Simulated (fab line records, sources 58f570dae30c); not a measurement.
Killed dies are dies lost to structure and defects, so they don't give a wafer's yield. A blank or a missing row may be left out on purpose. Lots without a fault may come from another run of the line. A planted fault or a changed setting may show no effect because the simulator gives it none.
fab line records | flow berkeley_cmos170
record lots=5 wafers=23
route steps=331 shown START@3 NWELL@18 PWELL@39 ACTIVE@68 PFIELD@86 FIELD@90 NVT@111 GATE@125
start_h: hours from the record's first day to the start of the lot's first wafer shown | wait_h: hours since the lot's step before | " the same as in the row above | L1.1+2: a row that stands for several wafers | - no value, or no start given | * or withheld: withheld | < > ~ a bound
route shown NAME@n: a module of which the file shows steps, and the number in the route of the first | usual: mean/standard deviation of fault-free wafers | same: alike in all rows | chamber/n: place in a boat | sites: the reading at each site | _std_site: their standard deviation | _edge_site: outer sites' mean less inner sites' | radius_mm: how far each site lies from the wafer's centre | mask NAME#n: copy n | behind: the tool/chamber that last shaped the wafer | hold: why the lot was held/for how many hours/how that ended | device: the transistor (n, p or np) that didn't switch | end of line: the same wafers' tests at the end of the route | a step without rows: its recipe alone | killed: dies lost to structure and defects at the first sort, not the wafer's yield | map: a wafer's dies, x killed, . not, _ none there
set.NAME: the setting as run; set.NAME@STEP: as run at that earlier step | model.NAME: the simulator's own value behind a step, which no gauge read
lots whose settings were changed on purpose; a table a step, a row a wafer
## steps
# step UCB170_START_OXIDATION_02
# recipe temp_c=950 ambient=O2 target_thk_a=200 ox_time_s=1800
# columns lot.wafer tool chamber start_h wait_h set.ox_time_s model.SiO2_of_START_OXIDATION_02.thk_nm
L074.1+2 - - - 4.0 1913 21.1
L074.3 " - " " 1913 21.29
L074.4 " - " " 1913 21.08
L074.6 " - " " 1913 21.03
L075.1 - - - 4.4 1653 18.6
L075.2 " - " " 1653 18.12
L075.3 " - " " 1653 18.55
L075.4 " - " " 1653 18.54
L075.5 " - " " 1653 18.8
L076.1 - - - 4.0 1800 20.21
L076.3 " - " " 1800 20.35
L076.4 " - " " 1800 20.2
L076.5 " - " " 1800 20.29
L076.6 " - " " 1800 20.12
L082.1 furnace-04 0 50.76 0.6 1800 20.15
L082.3 " 0 " " 1800 20.3
L082.5 " 0 " " 1800 20.2
L083.2 - - - 4.5 2024 22.59
L083.3 " - " " 2024 22.1
L083.4 " - " " 2024 22.56
L083.5 " - " " 2024 22.07
L083.6 " - " " 2024 22.54
# step UCB170_START_THK_MEAS_03
# recipe reads=SiO2_of_START_OXIDATION_02
# usual START_OXIDE_THK=20.0/0.49
# columns lot.wafer tool chamber start_h wait_h set.ox_time_s@START_OXIDATION_02 START_OXIDE_THK[nm]
L074.1 film_metro-04 - - - 1913 21.1
L074.2 " - " " 1913 21.1
L074.3 " - " " 1913 21.3
L074.4 " - " " 1913 21.1
L074.6 " - " " 1913 21.0
L075.1 film_metro-02 - - - 1653 18.6
L075.2 " - " " 1653 18.1
L075.3 " - " " 1653 18.6
L075.4 " - " " 1653 18.5
L075.5 " - " " 1653 18.8
L076.1 film_metro-02 - - - 1800 20.2
L076.3 " - " " 1800 20.4
L076.4 " - " " 1800 20.2
L076.5 " - " " 1800 20.3
L076.6 " - " " 1800 20.2
L082.1 film_metro-02 - 52.26 0.0 1800 20.1
L082.3 " - " " 1800 20.3
L082.5 " - " " 1800 20.1
L083.2 film_metro-01 - - - 2024 22.6
L083.3 " - " " 2024 22.1
L083.4 " - " " 2024 22.6
L083.5 " - " " 2024 22.0
L083.6 " - " " 2024 22.5
# step UCB170_NWELL_CVD_04
# recipe material=Si3N4 target_thk_nm=224 temp_c=800 precursor=SiH2Cl2/NH3 time_s=3360 pressure_mtorr=200 sih2cl2_flow_sccm=25 nh3_flow_sccm=75
# columns lot.wafer tool chamber start_h wait_h set.temp_c model.Si3N4_of_NWELL_CVD_04.thk_nm
L074.1 - - - 0.0 822.9 334.5
L074.2 " - " " 822.9 335.4
L074.3 " - " " 822.9 334.4
L074.4 " - " " 822.9 335.9
L074.6 " - " " 822.9 335.8
L075.1 - - - 0.4 787.7 175.2
L075.2 " - " " 787.7 179
L075.3 " - " " 787.7 176.5
L075.4 " - " " 787.7 176.4
L075.5 " - " " 787.7 178.3
L076.1 - - - 0.4 821.4 326.7
L076.3 " - " " 821.4 326.2
L076.4 " - " " 821.4 329
L076.5 " - " " 821.4 327.8
L076.6 " - " " 821.4 328.9
L082.1 lpcvd-02 0 69.96 0.0 800 220.9
L082.3 " 0 " " 800 222.1
L082.5 " 0 " " 800 219.3
L083.2 - - - 0.0 800 222.2
L083.3 " - " " 800 223.7
L083.4 " - " " 800 222.7
L083.5 " - " " 800 221.3
L083.6 " - " " 800 222.4
# step UCB170_NWELL_THK_MEAS_05
# recipe reads=Si3N4_of_NWELL_CVD_04
# usual NWELL_NITRIDE_THK=223.3/2.1
# columns lot.wafer tool chamber start_h wait_h set.temp_c@NWELL_CVD_04 NWELL_NITRIDE_THK[nm]
L074.1 film_metro-03 - - - 822.9 334.1
L074.2 " - " " 822.9 335.5
L074.3 " - " " 822.9 334.5
L074.4 " - " " 822.9 335.6
L074.6 " - " " 822.9 335.7
L075.1 film_metro-02 - - - 787.7 175.0
L075.2 " - " " 787.7 179.1
L075.3 " - " " 787.7 176.7
L075.4 " - " " 787.7 176.5
L075.5 " - " " 787.7 178.4
L076.1 film_metro-03 - - - 821.4 326.5
L076.3 " - " " 821.4 326.1
L076.4 " - " " 821.4 329.1
L076.5 " - " " 821.4 328.0
L076.6 " - " " 821.4 328.6
L082.1 film_metro-04 - 71.89 0.0 800 220.7
L082.3 " - " " 800 222.1
L082.5 " - " " 800 219.3
L083.2 film_metro-02 - - - 800 222.2
L083.3 " - " " 800 223.7
L083.4 " - " " 800 222.7
L083.5 " - " " 800 221.3
L083.6 " - " " 800 222.4
# step UCB170_NWELL_PEB_10
# recipe peb_temp_c=130 peb_time_s=withheld resist=KrF
# columns lot.wafer tool chamber start_h wait_h set.peb_temp_c
L074.1+3+4 litho_track-02 0 36.58 0.1 130
L074.2+6 " 0 " " 127.9
L076.1+3+4+5+6 litho_track-04 0 45.64 0.3 130
L075.1+2+3 litho_track-02 0 45.79 0.2 130
L075.4+5 " 0 " " 131.6
L082.1+3+5 litho_track-04 0 73.14 0.3 130
L083.2+5+6 litho_track-01 0 84.51 0.1 127.3
L083.3+4 " 0 " " 130
# step UCB170_NWELL_DEVELOP_11
# recipe developer=TMAH develop_time_s=45 resist=KrF dev_temp_c=21
# step UCB170_NWELL_ETCH_13
# recipe chemistry=CH3F/Ar/O2 target=Si3N4 stop_on=SiO2 CH3F_flow_sccm=20 Ar_flow_sccm=50 O2_flow_sccm=7 pressure_mtorr=50 rf_w=450 target_depth_a=2464 over_etch_frac=0.1 time_s=154
# columns lot.wafer tool chamber start_h wait_h set.peb_temp_c@NWELL_PEB_10 model.NWELL.cd_nm
L074.1+3+4 rie_diel-01 1,3,0 36.89 0.0 130 3000
L074.2 " 2 " " 127.9 2983
L074.6 " 0 " " 127.9 2985
L076.1+5+6 rie_diel-02 1,0,1 45.95 0.0 130 3000
L076.3 " 0 " " 130 3002
L076.4 " 3 " " 130 2999
L075.1+3 rie_diel-03 1,2 46.11 0.0 130 2999
L075.2 " 0 " " 130 2998
L075.4 " 3 " " 131.6 -
L075.5 " 3 " " 131.6 3009
L082.1+3+5 rie_diel-03 3,1,1 73.46 0.0 130 2999
L083.2+5+6 rie_diel-03 2,3,2 84.80 0.0 127.3 2980
L083.3 " 3 " " 130 3002
L083.4 " 1 " " 130 3000
# step UCB170_PWELL_CVD_05
# recipe material=Si3N4 target_thk_nm=220 temp_c=800 precursor=SiH2Cl2/NH3 time_s=3300 pressure_mtorr=200 sih2cl2_flow_sccm=25 nh3_flow_sccm=75
# columns lot.wafer tool chamber start_h wait_h set.temp_c model.Si3N4_of_PWELL_CVD_05.thk_nm
L074.1 - - - 0.1 781.5 157
L074.2 " - " " 781.5 157.3
L074.3 " - " " 781.5 156.7
L074.4 " - " " 781.5 156.3
L074.6 " - " " 781.5 154.8
L075.1 - - - 0.7 781.3 156.2
L075.2 " - " " 781.3 155.9
L075.3 " - " " 781.3 158.6
L075.4 " - " " 781.3 156.4
L075.5 " - " " 781.3 156.1
L076.1+3 - - - 0.7 800 220.3
L076.4 " - " " 800 219.5
L076.5 " - " " 800 221.2
L076.6 " - " " 800 218.4
L082.1 lpcvd-02 1 92.44 0.0 800 218
L082.3 " 1 " " 800 217.1
L082.5 " 1 " " 800 215.4
L083.2 - - - 0.0 782 153.1
L083.3 " - " " 782 154.5
L083.4 " - " " 782 155.9
L083.5 " - " " 782 156.1
L083.6 " - " " 782 157.3
# step UCB170_PWELL_THK_MEAS_06
# recipe reads=Si3N4_of_PWELL_CVD_05
# usual PWELL_NITRIDE_THK=219.1/1.7
# columns lot.wafer tool chamber start_h wait_h set.temp_c@PWELL_CVD_05 PWELL_NITRIDE_THK[nm]
L074.1 film_metro-01 - - - 781.5 157.0
L074.2 " - " " 781.5 157.3
L074.3 " - " " 781.5 156.8
L074.4 " - " " 781.5 156.2
L074.6 " - " " 781.5 154.8
L075.1 film_metro-01 - - - 781.3 156.2
L075.2 " - " " 781.3 155.9
L075.3 " - " " 781.3 158.6
L075.4 " - " " 781.3 156.4
L075.5 " - " " 781.3 156.2
L076.1 film_metro-03 - - - 800 220.3
L076.3 " - " " 800 220.1
L076.4 " - " " 800 219.4
L076.5 " - " " 800 221.4
L076.6 " - " " 800 218.3
L082.1 film_metro-03 - 94.35 0.0 800 217.9
L082.3 " - " " 800 217.2
L082.5 " - " " 800 215.5
L083.2 film_metro-03 - - - 782 153.1
L083.3 " - " " 782 154.3
L083.4 " - " " 782 156.0
L083.5 " - " " 782 156.2
L083.6 " - " " 782 157.3
# step UCB170_PWELL_PEB_11
# recipe peb_temp_c=130 peb_time_s=withheld resist=KrF
# columns lot.wafer tool chamber start_h wait_h set.peb_temp_c
L074.1+2+3+4+6 litho_track-01 0 61.92 0.8 130
L075.1+4 litho_track-01 0 68.95 0.7 130
L075.2+3+5 " 0 " " 132.8
L076.1+5 litho_track-02 0 69.17 0.6 130
L076.3+4+6 " 0 " " 127.5
L082.1+3+5 litho_track-02 0 95.14 0.3 130
L083.2+5 litho_track-02 0 109.56 0.1 130
L083.3+4+6 " 0 " " 131.6
# step UCB170_PWELL_DEVELOP_12
# recipe developer=TMAH develop_time_s=45 resist=KrF dev_temp_c=20.32
# columns lot.wafer tool chamber start_h wait_h set.peb_temp_c@PWELL_PEB_11 model.PWELL.cd_nm
L074.1+4 litho_track-01 0 - - 130 3000
L074.2 " 0 " " 130 2999
L074.3+6 " 0 " " 130 2998
L075.1+4 litho_track-01 0 - - 130 3000
L075.2 " 0 " " 132.8 3015
L075.3+5 " 0 " " 132.8 3016
L076.1 litho_track-02 0 - - 130 2999
L076.3 " 0 " " 127.5 2981
L076.4 " 0 " " 127.5 2979
L076.5 " 0 " " 130 3000
L076.6 " 0 " " 127.5 2980
L082.1+3+5 litho_track-02 0 - - 130 2999
L083.2 litho_track-02 0 - - 130 2999
L083.3 " 0 " " 131.6 3009
L083.4+6 " 0 " " 131.6 3010
L083.5 " 0 " " 130 3000
# step UCB170_PWELL_ETCH_14
# recipe chemistry=CH3F/Ar/O2 target=Si3N4 stop_on=SiO2 CH3F_flow_sccm=20 Ar_flow_sccm=50 O2_flow_sccm=7 pressure_mtorr=50 rf_w=450 target_depth_a=2420 over_etch_frac=0.1 time_s=151
# usual oes_product_au=0.941/0.019
# columns lot.wafer tool chamber start_h wait_h set.temp_c@PWELL_CVD_05 oes_product_au model.etch.depth_nm
L074.1 rie_diel-01 2 62.23 0.0 781.5 0.807 157
L074.2 " 3 " " 781.5 0.797 157.3
L074.3 " 0 " " 781.5 0.761 156.7
L074.4 " 1 " " 781.5 0.770 156.3
L074.6 " 3 " " 781.5 0.791 154.8
L075.1 rie_diel-04 2 69.26 0.0 781.3 0.782 156.2
L075.2 " 0 " " 781.3 0.776 155.9
L075.3 " 1 " " 781.3 0.790 158.6
L075.4 " 3 " " 781.3 0.766 156.4
L075.5 " 1 " " 781.3 0.779 156.1
L076.1 rie_diel-01 0 69.48 0.0 800 0.918 220.3
L076.3 " 2 " " 800 0.970 220.3
L076.4 " 1 " " 800 0.929 219.5
L076.5 " 3 " " 800 0.968 221.2
L076.6 " 2 " " 800 0.961 218.4
L082.1 rie_diel-03 0 95.45 0.0 800 0.927 218
L082.3 " 3 " " 800 0.938 217.1
L082.5 " 0 " " 800 0.924 215.4
L083.2 rie_diel-04 1 109.85 0.0 782 0.765 153.1
L083.3 " 2 " " 782 0.775 154.5
L083.4 " 3 " " 782 0.763 155.9
L083.5 " 0 " " 782 0.776 156.1
L083.6 " 3 " " 782 0.756 157.3
# step UCB170_ACTIVE_COAT_08
# recipe resist=KrF spin_rpm=1500 resist_thk_nm=900
# columns lot.wafer tool chamber start_h wait_h set.resist_thk_nm model.KrF_of_ACTIVE_COAT_08.thk_nm
L074.1 litho_track-04 0 94.23 0.1 922.5 922.4
L074.2 " 0 " " 900 902.1
L074.3 " 0 " " 900 898.3
L074.4 " 0 " " 922.5 924.4
L074.6 " 0 " " 922.5 923.4
L075.1 litho_track-02 0 110.63 0.1 917.4 916.7
L075.2 " 0 " " 917.4 917.4
L075.3+4 " 0 " " 900 898.6
L075.5 " 0 " " 917.4 917.6
L076.1 litho_track-04 0 110.63 0.1 900 896.6
L076.3 " 0 " " 880 878.8
L076.4 " 0 " " 900 896.7
L076.5 " 0 " " 900 896
L076.6 " 0 " " 880 877
L082.1 litho_track-04 0 137.34 0.1 900 900.2
L082.3 " 0 " " 900 895.6
L082.5 " 0 " " 900 900.4
L083.2 litho_track-02 0 147.57 0.1 950.3 951.2
L083.3 " 0 " " 900 899.9
L083.4 " 0 " " 950.3 951.1
L083.5 " 0 " " 900 898.5
L083.6 " 0 " " 900 896.6
# step UCB170_PFIELD_IMPLANT_07
# recipe species=B dose_cm2=2e+13 energy_kev=80 tilt_deg=7
# columns lot.wafer tool chamber start_h wait_h set.dose_cm2
L074.1+2+6 implanter-04 0 96.67 0.0 1.858e+13
L074.3+4 " 0 " " 2e+13
L076.1+3+5 implanter-04 0 116.33 0.0 1.919e+13
L076.4+6 " 0 " " 2e+13
L075.1+4+5 implanter-03 0 116.61 0.0 2.087e+13
L075.2+3 " 0 " " 2e+13
L082.1+3+5 implanter-04 0 141.82 0.0 2e+13
L083.2+3+6 implanter-02 0 150.24 0.0 2e+13
L083.4+5 " 0 " " 2.038e+13
# step UCB170_PFIELD_STRIP_08
# recipe chemistry=O2 power_w=400 pressure_mtorr=3500 platen_temp_c=withheld o2_flow_sccm=400 overash_fraction=0.5
# step UCB170_PFIELD_TW_MEAS_09
# usual PFIELD_TW=597/5.2
# columns lot.wafer tool chamber start_h wait_h set.dose_cm2@PFIELD_IMPLANT_07 PFIELD_TW
L074.1 film_metro-03 - 96.92 0.1 1.858e+13 579
L074.2 " - " " 1.858e+13 581
L074.3 " - " " 2e+13 592
L074.4 " - " " 2e+13 596
L074.6 " - " " 1.858e+13 581
L076.1 film_metro-02 - 116.61 0.1 1.919e+13 598
L076.3 " - " " 1.919e+13 597
L076.4 " - " " 2e+13 607
L076.5 " - " " 1.919e+13 600
L076.6 " - " " 2e+13 607
L075.1 film_metro-03 - 116.86 0.1 2.087e+13 601
L075.2 " - " " 2e+13 594
L075.3 " - " " 2e+13 590
L075.4 " - " " 2.087e+13 603
L075.5 " - " " 2.087e+13 599
L082.1 film_metro-02 - 142.07 0.1 2e+13 604
L082.3 " - " " 2e+13 600
L082.5 " - " " 2e+13 603
L083.2 film_metro-03 - 150.47 0.1 2e+13 590
L083.3 " - " " 2e+13 592
L083.4 " - " " 2.038e+13 591
L083.5 " - " " 2.038e+13 591
L083.6 " - " " 2e+13 587
# step UCB170_FIELD_OXIDATION_01
# recipe temp_c=1000 ambient=H2O p_h2o_torr=584.62 target_thk_a=5583 ox_time_s=7200
# columns lot.wafer tool chamber start_h wait_h set.temp_c model.SiO2_of_FIELD_OXIDATION_01.thk_nm
L074.1 - - - 1.1 970.8 450.4
L074.2 " - " " 970.8 464.8
L074.3 " - " " 970.8 467.5
L074.4 " - " " 970.8 469.9
L074.6 " - " " 970.8 467.6
L075.1 - - - 7.7 1019 653.6
L075.2 " - " " 1019 654.3
L075.3 " - " " 1019 648.5
L075.4 " - " " 1019 651.3
L075.5 " - " " 1019 643.7
L076.1 - - - 7.9 988.3 533.6
L076.3 " - " " 988.3 529.8
L076.4 " - " " 988.3 534.3
L076.5 " - " " 988.3 537.4
L076.6 " - " " 988.3 546.1
L082.1 furnace-02 0 148.17 6.0 1000 565.9
L082.3 " 0 " " 1000 553.3
L082.5 " 0 " " 1000 556.7
L083.2 - - - 5.2 980.9 488.6
L083.3 " - " " 980.9 479.9
L083.4 " - " " 980.9 486.3
L083.5 " - " " 980.9 486.9
L083.6 " - " " 980.9 495.2
# step UCB170_FIELD_THK_MEAS_02
# recipe reads=SiO2_of_FIELD_OXIDATION_01
# usual FIELD_OXIDE_THK=566/9.7
# columns lot.wafer tool chamber start_h wait_h set.temp_c@FIELD_OXIDATION_01 FIELD_OXIDE_THK[nm]
L074.1 film_metro-02 - - - 970.8 451
L074.2 " - " " 970.8 465
L074.3 " - " " 970.8 468
L074.4 " - " " 970.8 470
L074.6 " - " " 970.8 468
L075.1 film_metro-03 - - - 1019 654
L075.2 " - " " 1019 654
L075.3 " - " " 1019 649
L075.4 " - " " 1019 651
L075.5 " - " " 1019 643
L076.1 film_metro-02 - - - 988.3 534
L076.3 " - " " 988.3 530
L076.4 " - " " 988.3 534
L076.5 " - " " 988.3 537
L076.6 " - " " 988.3 546
L082.1 film_metro-03 - 151.17 0.0 1000 566
L082.3 " - " " 1000 554
L082.5 " - " " 1000 557
L083.2 film_metro-01 - - - 980.9 488
L083.3 " - " " 980.9 480
L083.4 " - " " 980.9 486
L083.5 " - " " 980.9 487
L083.6 " - " " 980.9 495
# step UCB170_FIELD_ANNEAL_03
# recipe temp_c=1000 time_s=1200 ambient=N2
# step UCB170_FIELD_WET_ETCH_04
# recipe chemistry=dHF dilution=10:1 target=SiO2 temp_c=25 time_s=60
# step UCB170_FIELD_WET_ETCH_05
# recipe chemistry=H3PO4 target=Si3N4 temp_c=160 time_s=12600
# step UCB170_FIELD_WET_ETCH_06
# recipe chemistry=BOE dilution=5:1 target=SiO2 temp_c=25 time_s=22
# step UCB170_FIELD_THK_MEAS_90
# recipe reads=SiO2_of_FIELD_OXIDATION_01
# usual FIELD_OXIDE_LEFT_1_THK=449/9.9
# columns lot.wafer tool chamber start_h wait_h set.temp_c@FIELD_OXIDATION_01 FIELD_OXIDE_LEFT_1_THK[nm]
L074.1 film_metro-03 - 113.61 0.0 970.8 333
L074.2 " - " " 970.8 347
L074.3 " - " " 970.8 350
L074.4 " - " " 970.8 352
L074.6 " - " " 970.8 350
L075.1 film_metro-02 - 139.93 0.0 1019 537
L075.2 " - " " 1019 538
L075.3 " - " " 1019 532
L075.4 " - " " 1019 534
L075.5 " - " " 1019 527
L076.1 film_metro-01 - 139.93 0.0 988.3 418
L076.3 " - " " 988.3 414
L076.4 " - " " 988.3 418
L076.5 " - " " 988.3 421
L076.6 " - " " 988.3 430
L082.1 film_metro-02 - 161.98 0.0 1000 449
L082.3 " - " " 1000 436
L082.5 " - " " 1000 439
L083.2 film_metro-01 - 167.72 0.1 980.9 372
L083.3 " - " " 980.9 364
L083.4 " - " " 980.9 370
L083.5 " - " " 980.9 371
L083.6 " - " " 980.9 379
# step UCB170_NVT_IMPLANT_07
# recipe species=BF2 dose_cm2=3e+12 energy_kev=50 tilt_deg=7
# columns lot.wafer tool chamber start_h wait_h set.dose_cm2
L074.1+2+3 implanter-04 0 138.95 0.0 3e+12
L074.4+6 " 0 " " 2.921e+12
L076.1+5 implanter-03 0 163.72 0.0 3.192e+12
L076.3+4+6 " 0 " " 3e+12
L075.1+2+4 implanter-01 0 164.27 0.0 3.181e+12
L075.3+5 " 0 " " 3e+12
L082.1+3+5 implanter-03 0 176.24 0.0 3e+12
L083.2+3 implanter-04 0 186.21 0.0 3.098e+12
L083.4+5+6 " 0 " " 3e+12
# step UCB170_NVT_STRIP_08
# recipe chemistry=O2 power_w=400 pressure_mtorr=3500 platen_temp_c=withheld o2_flow_sccm=400 overash_fraction=0.5
# step UCB170_GATE_WET_ETCH_00
# recipe chemistry=dHF dilution=25:1 target=SiO2 temp_c=25 time_s=200
# step UCB170_FIELD_THK_MEAS_91
# recipe reads=SiO2_of_FIELD_OXIDATION_01
# usual FIELD_OXIDE_LEFT_2_THK=360/9.7
# columns lot.wafer tool chamber start_h wait_h set.temp_c@FIELD_OXIDATION_01 FIELD_OXIDE_LEFT_2_THK[nm]
L074.1 film_metro-03 - 142.13 0.0 970.8 245
L074.2 " - " " 970.8 258
L074.3 " - " " 970.8 262
L074.4 " - " " 970.8 264
L074.6 " - " " 970.8 261
L076.1 film_metro-03 - 167.63 0.0 988.3 329
L076.3 " - " " 988.3 325
L076.4 " - " " 988.3 330
L076.5 " - " " 988.3 332
L076.6 " - " " 988.3 341
L075.1 film_metro-01 - 167.65 0.0 1019 448
L075.2 " - " " 1019 449
L075.3 " - " " 1019 444
L075.4 " - " " 1019 447
L075.5 " - " " 1019 439
L082.1 film_metro-03 - 178.97 0.0 1000 361
L082.3 " - " " 1000 349
L082.5 " - " " 1000 352
L083.2 film_metro-02 - 188.06 0.0 980.9 284
L083.3 " - " " 980.9 276
L083.4 " - " " 980.9 282
L083.5 " - " " 980.9 283
L083.6 " - " " 980.9 291
## key
split step=UCB170_START_OXIDATION_02 setting=ox_time_s stated=1800 by=lot
response step=UCB170_START_OXIDATION_02 reading=model.SiO2_of_START_OXIDATION_02.thk_nm change=+0.182 per=1% r=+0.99
response step=UCB170_START_THK_MEAS_03 reading=START_OXIDE_THK change=+0.183 per=1% r=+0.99
split step=UCB170_NWELL_CVD_04 setting=temp_c stated=800 by=lot
response step=UCB170_NWELL_CVD_04 reading=model.Si3N4_of_NWELL_CVD_04.thk_nm change=+36.9 per=1% r=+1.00
response step=UCB170_NWELL_THK_MEAS_05 reading=NWELL_NITRIDE_THK change=+36.8 per=1% r=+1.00
split step=UCB170_NWELL_PEB_10 setting=peb_temp_c stated=130 by=wafer
response step=UCB170_NWELL_ETCH_13 reading=model.NWELL.cd_nm change=+9.8 per=1% r=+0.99
split step=UCB170_PWELL_CVD_05 setting=temp_c stated=800 by=lot
response step=UCB170_PWELL_CVD_05 reading=model.Si3N4_of_PWELL_CVD_05.thk_nm change=+27.2 per=1% r=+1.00
response step=UCB170_PWELL_THK_MEAS_06 reading=PWELL_NITRIDE_THK change=+27.2 per=1% r=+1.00
response step=UCB170_PWELL_ETCH_14 reading=oes_product_au change=+0.0715 per=1% r=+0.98
response step=UCB170_PWELL_ETCH_14 reading=model.etch.depth_nm change=+27.2 per=1% r=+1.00
split step=UCB170_PWELL_PEB_11 setting=peb_temp_c stated=130 by=wafer
response step=UCB170_PWELL_DEVELOP_12 reading=model.PWELL.cd_nm change=+8.47 per=1% r=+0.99
split step=UCB170_ACTIVE_COAT_08 setting=resist_thk_nm stated=900 by=wafer
response step=UCB170_ACTIVE_COAT_08 reading=model.KrF_of_ACTIVE_COAT_08.thk_nm change=+9.33 per=1% r=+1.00
split step=UCB170_PFIELD_IMPLANT_07 setting=dose_cm2 stated=2e+13 by=wafer
response step=UCB170_PFIELD_TW_MEAS_09 reading=PFIELD_TW change=+1.96 per=1% r=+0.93
split step=UCB170_FIELD_OXIDATION_01 setting=temp_c stated=1000 by=lot
response step=UCB170_FIELD_OXIDATION_01 reading=model.SiO2_of_FIELD_OXIDATION_01.thk_nm change=+39 per=1% r=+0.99
response step=UCB170_FIELD_THK_MEAS_02 reading=FIELD_OXIDE_THK change=+38.9 per=1% r=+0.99
response step=UCB170_FIELD_THK_MEAS_90 reading=FIELD_OXIDE_LEFT_1_THK change=+39.1 per=1% r=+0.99
response step=UCB170_FIELD_THK_MEAS_91 reading=FIELD_OXIDE_LEFT_2_THK change=+39.2 per=1% r=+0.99
split step=UCB170_NVT_IMPLANT_07 setting=dose_cm2 stated=3e+12 by=wafer
response none clear
